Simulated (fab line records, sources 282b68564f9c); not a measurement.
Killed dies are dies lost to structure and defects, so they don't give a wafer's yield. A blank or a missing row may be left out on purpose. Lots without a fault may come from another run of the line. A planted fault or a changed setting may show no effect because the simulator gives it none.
fab line records | flow rit_cmos
record lots=14 wafers=42 last_day=8
route steps=202 shown GATE@96 NLDD@113 PLDD@122 NSD@137 M1@202
lots that met no fault: from a run of the same line without faults
start_h: hours from the record's first day to the start of the lot's first wafer shown | wait_h: hours since the lot's step before | " the same as in the row above | L1.1+2: a row that stands for several wafers | - no value, or no start given | * or withheld: withheld | < > ~ a bound
route shown NAME@n: a module of which the file shows steps, and the number in the route of the first | usual: mean/standard deviation of fault-free wafers | same: alike in all rows | chamber/n: place in a boat | sites: the reading at each site | _std_site: their standard deviation | _edge_site: outer sites' mean less inner sites' | radius_mm: how far each site lies from the wafer's centre | mask NAME#n: copy n | behind: the tool/chamber that last shaped the wafer | hold: why the lot was held/for how many hours/how that ended | device: the transistor (n, p or np) that didn't switch | end of line: the same wafers' tests at the end of the route | a step without rows: its recipe alone | killed: dies lost to structure and defects at the first sort, not the wafer's yield | map: a wafer's dies, x killed, . not, _ none there
set.NAME: the setting as run; set.NAME@STEP: as run at that earlier step | model.NAME: the simulator's own value behind a step, which no gauge read
steps of the route over a sample of lots; a table a step, a row a wafer
services: from which hour (start_h, from the record's first day; less than 0 if before it) a tool's chamber was out of use, for how many hours, and why
## steps
# step RIT_GATE_STRIP_20
# recipe chemistry=O2 time_s=180 resist=NOVOLAK platen_temp_c=withheld power_w=500 pressure_mtorr=4000 o2_flow_sccm=4000
# usual drypump_motor_current_A=5.8/0.7
# same time_s=180
# columns lot.wafer tool chamber start_h wait_h drypump_motor_current_A rf_hours_counter_h
L502.1 plasma_asher-03 0 40.69 0.1 6.4 24
L502.5 " 1 " " 4.9 -
L502.6 " 0 " " 6.4 -
L503.2 plasma_asher-04 0 47.61 0.1 6.8 37
L503.4 " 1 " " 6.6 -
L503.6 " 1 " " 6.6 -
L505.2 plasma_asher-01 1 56.62 0.1 5.3 43
L505.3 " 1 " " 5.3 -
L505.4 " 0 " " 5.5 -
L509.3 plasma_asher-03 0 90.66 0.1 6.4 -
L509.5 " 1 " " 4.8 -
L509.6 " 0 " " 6.4 -
L510.1 plasma_asher-03 0 95.70 0.1 6.4 29
L510.2 " 1 " " 4.9 29
L510.3 " 1 " " 4.8 -
L511.2 plasma_asher-03 1 102.58 0.1 4.9 30
L511.3 " 0 " " 6.4 -
L511.6 " 1 " " 4.9 -
L512.3 plasma_asher-04 1 113.43 0.1 6.6 -
L512.4 " 0 " " 6.7 -
L512.5 " 1 " " 6.6 -
L513.1 plasma_asher-03 1 113.52 0.1 4.8 31
L513.2 " 0 " " 6.4 31
L513.6 " 0 " " 6.4 -
L515.3 plasma_asher-01 1 125.60 0.1 5.3 -
L515.5 " 0 " " 5.5 -
L515.6 " 1 " " 5.3 -
L521.2 plasma_asher-04 0 144.78 0.1 6.7 45
L521.5 " 1 " " 6.6 -
L521.6 " 0 " " 6.7 -
L522.2 plasma_asher-01 0 148.07 0.1 5.5 4
L522.3 " 1 " " 5.3 -
L522.4 " 0 " " 5.5 -
L523.2 plasma_asher-03 1 156.48 0.1 4.9 36
L523.4 " 0 " " 6.4 -
L523.5 " 1 " " 4.9 -
L524.3 plasma_asher-01 0 160.36 0.1 5.4 -
L524.4 " 1 " " 5.3 -
L524.5 " 0 " " 5.5 -
L525.2 plasma_asher-03 1 160.44 0.1 4.8 37
L525.4 " 1 " " 4.8 -
L525.5 " 1 " " 4.9 -
# step RIT_NLDD_TW_MEAS_10
# usual NLDD_TW=2488/24
# columns lot.wafer tool chamber start_h wait_h NLDD_TW
L502.1 film_metro-02 - 47.41 0.1 2490
L502.5 " - " " 2470
L502.6 " - " " 2474
L503.2 film_metro-01 - 54.08 0.1 2508
L503.4 " - " " 2507
L503.6 " - " " 2515
L505.2 film_metro-01 - 64.27 0.1 2516
L505.3 " - " " 2516
L505.4 " - " " 2529
L509.3 film_metro-04 - 99.77 0.1 2479
L509.5 " - " " 2485
L509.6 " - " " 2470
L510.1 film_metro-01 - 103.55 0.1 2530
L510.2 " - " " 2535
L510.3 " - " " 2544
L511.2 film_metro-02 - 111.69 0.1 2466
L511.3 " - " " 2447
L511.6 " - " " 2473
L512.3 film_metro-02 - 121.94 0.1 2468
L512.4 " - " " 2468
L512.5 " - " " 2455
L513.1 film_metro-02 - 122.38 0.1 2487
L513.2 " - " " 2472
L513.6 " - " " 2471
L515.3 film_metro-04 - 130.70 0.1 2485
L515.5 " - " " 2486
L515.6 " - " " 2489
L521.2 film_metro-02 - 152.69 0.1 2470
L521.5 " - " " 2459
L521.6 " - " " 2455
L522.2 film_metro-04 - 153.72 0.1 2487
L522.3 " - " " 2492
L522.4 " - " " 2486
L523.2 film_metro-04 - 162.66 0.1 2485
L523.4 " - " " 2479
L523.5 " - " " 2490
L525.2 film_metro-04 - 166.94 0.1 2475
L525.4 " - " " 2502
L525.5 " - " " 2492
L524.3 film_metro-01 - 167.16 0.1 2528
L524.4 " - " " 2519
L524.5 " - " " 2522
# step RIT_PLDD_IMPLANT_08
# recipe species=BF2 energy_kev=20 dose_cm2=9e+14 tilt_deg=7
# usual beam_on_s=10.00/0.2 faraday_current_uA=2820/57
# columns lot.wafer tool chamber start_h wait_h beam_on_s faraday_current_uA
L502.1 implanter-04 0 48.66 0.1 10.14 2794
L502.5 " 0 " " 9.92 2848
L502.6 " 0 " " 10.20 2774
L503.2 implanter-03 0 55.31 0.1 10.06 2793
L503.4 " 0 " " 10.16 2775
L503.6 " 0 " " 10.34 2725
L505.2 implanter-03 0 65.38 0.1 9.77 2898
L505.3 " 0 " " 10.03 2812
L505.4 " 0 " " 9.94 2838
L509.3 implanter-03 0 101.02 0.1 14.80 1907
L509.5 " 0 " " 14.02 2012
L509.6 " 0 " " 14.59 1933
L510.1 implanter-03 0 104.65 0.1 14.12 2002
L510.2 " 0 " " 14.19 1995
L510.3 " 0 " " 14.14 1993
L511.2 implanter-01 0 113.13 0.1 9.63 2915
L511.3 " 0 " " 9.78 2887
L511.6 " 0 " " 10.02 2819
L512.3 implanter-04 0 123.09 0.1 9.86 2866
L512.4 " 0 " " 10.01 2832
L512.5 " 0 " " 10.05 2805
L513.1 implanter-04 0 123.94 0.1 9.72 2899
L513.2 " 0 " " 10.02 2818
L513.6 " 0 " " 10.07 2799
L515.3 implanter-04 0 132.17 0.1 10.13 2786
L515.5 " 0 " " 10.69 2646
L515.6 " 0 " " 9.98 2832
L521.2 implanter-01 0 154.04 0.1 10.11 2784
L521.5 " 0 " " 10.10 2790
L521.6 " 0 " " 10.50 2697
L522.2 implanter-04 0 154.96 0.1 9.73 2904
L522.3 " 0 " " 9.83 2870
L522.4 " 0 " " 10.06 2788
L523.2 implanter-01 0 163.77 0.1 10.08 2796
L523.4 " 0 " " 10.03 2808
L523.5 " 0 " " 10.14 2765
L525.2 implanter-04 0 168.06 0.1 9.95 2856
L525.4 " 0 " " 9.97 2836
L525.5 " 0 " " 9.95 2827
L524.3 implanter-03 0 168.42 0.1 9.66 2919
L524.4 " 0 " " 9.89 2853
L524.5 " 0 " " 9.78 2880
# step RIT_PLDD_TW_MEAS_10
# usual PLDD_TW=2356/24
# columns lot.wafer tool chamber start_h wait_h PLDD_TW
L502.1 film_metro-02 - 48.99 0.1 2307
L502.5 " - " " 2317
L502.6 " - " " 2315
L503.2 film_metro-01 - 55.62 0.1 2369
L503.4 " - " " 2376
L503.6 " - " " 2371
L505.2 film_metro-01 - 65.69 0.1 2360
L505.3 " - " " 2361
L505.4 " - " " 2373
L509.3 film_metro-04 - 101.32 0.1 2547
L509.5 " - " " 2535
L509.6 " - " " 2531
L510.1 film_metro-01 - 104.98 0.1 2621
L510.2 " - " " 2616
L510.3 " - " " 2607
L511.2 film_metro-04 - 113.44 0.1 2343
L511.3 " - " " 2336
L511.6 " - " " 2348
L512.3 film_metro-01 - 123.38 0.1 2387
L512.4 " - " " 2368
L512.5 " - " " 2355
L513.1 film_metro-01 - 124.27 0.1 2378
L513.2 " - " " 2364
L513.6 " - " " 2366
L515.3 film_metro-04 - 132.46 0.1 2346
L515.5 " - " " 2339
L515.6 " - " " 2351
L521.2 film_metro-04 - 154.35 0.1 2349
L521.5 " - " " 2343
L521.6 " - " " 2347
L522.2 film_metro-02 - 155.27 0.1 2322
L522.3 " - " " 2318
L522.4 " - " " 2322
L523.2 film_metro-01 - 164.08 0.1 2377
L523.4 " - " " 2381
L523.5 " - " " 2373
L525.2 film_metro-01 - 168.37 0.1 2375
L525.4 " - " " 2383
L525.5 " - " " 2377
L524.3 film_metro-04 - 168.71 0.1 2353
L524.4 " - " " 2336
L524.5 " - " " 2342
# step RIT_NSD_OVL_MEAS_06
# usual NSD_OVL=-0.1/1.5
# columns lot.wafer tool chamber start_h wait_h NSD_OVL[nm]
L502.1 overlay-02 - 52.59 - -3.3
L502.5 " - " " -0.8
L502.6 " - " " -1.9
L503.2 overlay-01 - 61.73 - -1.3
L503.4 " - " " 2.6
L503.6 " - " " 0.7
L505.2 overlay-02 - 70.19 - -1.1
L505.3 " - " " 1.9
L505.4 " - " " -1.0
L509.3 overlay-01 - 104.72 - 1.1
L509.5 " - " " 0.5
L509.6 " - " " 2.9
L510.1 overlay-02 - 108.50 - -0.1
L510.2 " - " " -0.9
L510.3 " - " " -0.4
L511.2 overlay-02 - 117.45 - -0.6
L511.3 " - " " -1.9
L511.6 " - " " -2.2
L512.3 overlay-02 - 127.11 - 0.8
L512.4 " - " " -1.1
L512.5 " - " " -0.8
L513.1 overlay-01 - 130.87 - 2.0
L513.2 " - " " 0.7
L513.6 " - " " 2.0
L515.3 overlay-01 - 136.43 - 2.9
L515.5 " - " " 0.8
L515.6 " - " " 1.6
L521.2 overlay-01 - 158.07 - 0.8
L521.5 " - " " 1.1
L521.6 " - " " 1.0
L522.2 overlay-02 - 158.82 - -1.6
L522.3 " - " " -1.0
L522.4 " - " " 0.6
L523.2 overlay-02 - 167.48 - -3.2
L523.4 " - " " -1.0
L523.5 " - " " -1.2
L525.2 overlay-01 - 171.76 - -1.1
L525.4 " - " " -1.3
L525.5 " - " " -1.9
L524.3 overlay-01 - 172.72 - -1.0
L524.4 " - " " -1.2
L524.5 " - " " -0.9
# step RIT_SDANNEAL_RS_MEAS_06
# recipe thk_meas_gauge=four-point-probe
# usual PLDD_RS=178.5/0.57
# columns lot.wafer tool chamber start_h wait_h PLDD_RS[ohm/sq]
L502.1 film_metro-04 - 55.42 0.1 178.8
L502.5 " - " " 178.2
L502.6 " - " " 178.5
L503.2 film_metro-02 - 64.46 0.1 178.2
L503.4 " - " " 177.8
L503.6 " - " " 178.9
L505.2 film_metro-04 - 72.86 0.1 178.2
L505.3 " - " " 178.1
L505.4 " - " " 177.9
L509.3 film_metro-04 - 107.53 0.1 160.2
L509.5 " - " " 160.3
L509.6 " - " " 160.8
L510.1 film_metro-01 - 111.16 0.1 158.7
L510.2 " - " " 159.8
L510.3 " - " " 159.0
L511.2 film_metro-04 - 120.12 0.1 179.2
L511.3 " - " " 179.1
L511.6 " - " " 178.7
L512.3 film_metro-02 - 129.79 0.1 178.4
L512.4 " - " " 178.6
L512.5 " - " " 178.5
L513.1 film_metro-02 - 133.95 0.1 178.5
L513.2 " - " " 178.6
L513.6 " - " " 177.4
L515.3 film_metro-02 - 140.71 0.1 178.2
L515.5 " - " " 177.7
L515.6 " - " " 178.6
L521.2 film_metro-01 - 161.59 0.1 178.8
L521.5 " - " " 178.7
L521.6 " - " " 178.6
L522.2 film_metro-02 - 162.32 0.1 178.4
L522.3 " - " " 178.8
L522.4 " - " " 178.7
L523.2 film_metro-02 - 170.27 0.1 178.6
L523.4 " - " " 178.9
L523.5 " - " " 179.2
L525.2 film_metro-02 - 174.44 0.1 177.6
L525.4 " - " " 177.4
L525.5 " - " " 177.7
L524.3 film_metro-02 - 175.49 0.1 178.6
L524.4 " - " " 178.0
L524.5 " - " " 178.5
# step RIT_M1_PROBE_99
# usual killed_at_contacts=0.1/0.29 killed_at_front_end=7/3.1 killed_dies=7/3.1 killed_open=3.4/1.9 killed_short=3.6/2.1
# same gross_dies=264 killed_at_M0_to_M3=0 killed_at_M4_up=0 killed_at_back_side=0 killed_at_other=0
# columns lot.wafer tool chamber start_h wait_h killed_at_contacts killed_at_front_end killed_dies killed_open killed_short
L510.1 prober-01 - 118.79 0.1 0 4 4 2 2
L510.2 prober-01 - 118.84 0.1 0 7 7 2 5
L510.3 prober-01 - 118.89 0.2 0 8 8 4 4
L511.2 prober-02 - 127.56 0.1 0 5 5 1 4
L511.3 prober-02 - 127.61 0.2 0 4 4 2 2
L511.6 prober-02 - 127.76 0.2 0 6 6 6 0
L515.3 prober-01 - 149.26 0.2 0 6 6 2 4
L515.5 prober-01 - 149.36 0.2 0 5 5 3 2
L515.6 prober-01 - 149.41 0.2 0 7 7 3 4
L521.2 prober-01 - 169.79 0.1 0 4 4 3 1
L521.5 prober-01 - 169.94 0.2 0 6 6 4 2
L521.6 prober-01 - 169.99 0.2 0 8 8 6 2
L523.2 prober-01 - 177.42 0.1 0 1 1 0 1
L523.4 prober-01 - 177.52 0.2 0 5 5 2 3
L523.5 prober-01 - 177.57 0.2 0 11 11 4 7
# killed by level:class
L510.1 GATE:geometric_particle:open=1 GATE:geometric_particle:short=1 REOX:geometric_particle:open=1 SILICIDE:geometric_particle:short=1
L510.2 GATE:geometric_particle:short=2 GATE:geometric_particle:open=2 FOX2:geometric_particle:short=1 REOX:geometric_particle:short=1 SPACER:geometric_particle:short=1
L510.3 REOX:geometric_particle:short=3 FOX2:geometric_particle:open=2 FOX1:geometric_particle:short=1 GATE:geometric_particle:open=1 REOX:geometric_particle:open=1
L511.2 FOX1:geometric_particle:short=1 GATE:geometric_particle:short=1 SPACER:geometric_particle:short=1 SILICIDE:geometric_particle:short=1 SILICIDE:geometric_particle:open=1
L511.3 GATE:geometric_particle:open=2 REOX:geometric_particle:short=1 SPACER:geometric_particle:short=1
L511.6 REOX:geometric_particle:open=2 SILICIDE:geometric_particle:open=2 FOX1:geometric_particle:open=1 FOX2:geometric_particle:open=1
L515.3 REOX:geometric_particle:short=2 GATE:geometric_particle:short=1 GATE:geometric_particle:open=1 SILICIDE:geometric_particle:open=1 SILICIDE:geometric_particle:short=1
L515.5 GATE:geometric_particle:open=2 FOX1:geometric_particle:short=1 FOX1:geometric_particle:open=1 SPACER:geometric_particle:short=1
L515.6 GATE:geometric_particle:short=3 GATE:geometric_particle:open=1 REOX:geometric_particle:open=1 SILICIDE:geometric_particle:open=1 SILICIDE:geometric_particle:short=1
L521.2 FOX1:geometric_particle:open=1 GATE:geometric_particle:short=1 SPACER:geometric_particle:open=1 SILICIDE:geometric_particle:open=1
L521.5 FOX1:geometric_particle:open=1 FOX2:geometric_particle:open=1 GATE:geometric_particle:open=1 SPACER:geometric_particle:open=1 SPACER:geometric_particle:short=1 SILICIDE:geometric_particle:short=1
L521.6 FOX2:geometric_particle:open=2 GATE:geometric_particle:open=2 SILICIDE:geometric_particle:open=2 FOX1:geometric_particle:short=1 GATE:geometric_particle:short=1
L523.2 ACTIVE:geometric_particle:short=1
L523.4 FOX1:geometric_particle:short=2 FOX1:geometric_particle:open=1 GATE:geometric_particle:open=1 SPACER:geometric_particle:short=1
L523.5 FOX1:geometric_particle:short=4 GATE:geometric_particle:open=2 GATE:geometric_particle:short=2 FOX1:geometric_particle:open=1 SILICIDE:geometric_particle:short=1 SILICIDE:geometric_particle:open=1
## services
# columns tool chamber start_h hours kind
implanter-04 - 35.60 1.4 repair
implanter-03 - 58.75 2.7 repair
implanter-04 - 63.75 2.0 pm
plasma_asher-01 - 108.75 9.0 pm
plasma_asher-01 0 108.75 9.0 vent_cycle
plasma_asher-01 1 108.75 9.0 vent_cycle
implanter-03 - 112.33 4.3 pm
plasma_asher-01 0 117.75 - clean
plasma_asher-01 1 117.75 - clean
plasma_asher-04 - 121.84 3.7 pm
plasma_asher-03 - 151.56 1.9 repair
## key
first_sign step=RIT_PLDD_IMPLANT_08 reading=beam_on_s direction=up sigmas=21 usual=10.00 struck=14.31
effect step=RIT_PLDD_IMPLANT_08 reading=faraday_current_uA direction=down sigmas=15 usual=2820 struck=1974
effect step=RIT_PLDD_TW_MEAS_10 reading=PLDD_TW direction=up sigmas=9.3 usual=2356 struck=2576
effect step=RIT_SDANNEAL_RS_MEAS_06 reading=PLDD_RS direction=down sigmas=33 usual=178.5 struck=159.8
met_at RIT_PLDD_IMPLANT_08
struck_lots L509,L510
rows_end L509.3,L509.6
tester_left_out L509,L510
loop_trim step=RIT_GATE_EXPOSE_13 setting=dose lots=L509,L510
not_acting_at RIT_GATE_STRIP_20,RIT_NLDD_TW_MEAS_10,RIT_NSD_OVL_MEAS_06
onset_between 65.38 101.02
fault kind=process_parameter_drift tool=implanter-03 chamber=- onset_h=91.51 steps=RIT_PLDD_IMPLANT_08 channel=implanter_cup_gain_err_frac offset=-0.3 shape=step end_h=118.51
# tester_left_out: of these lots the tester's yield and bins aren't shown, on N5 and GAA mostly nor the transistor test; their killed dies are dies lost to structure and defects alone, not to doping, threshold or leakage, so they don't give the yield
# rows_end: these wafers met a further fault down the route, and their rows from its step on are left out
# loop_trim: a control loop set the setting to another value than it would have without faults
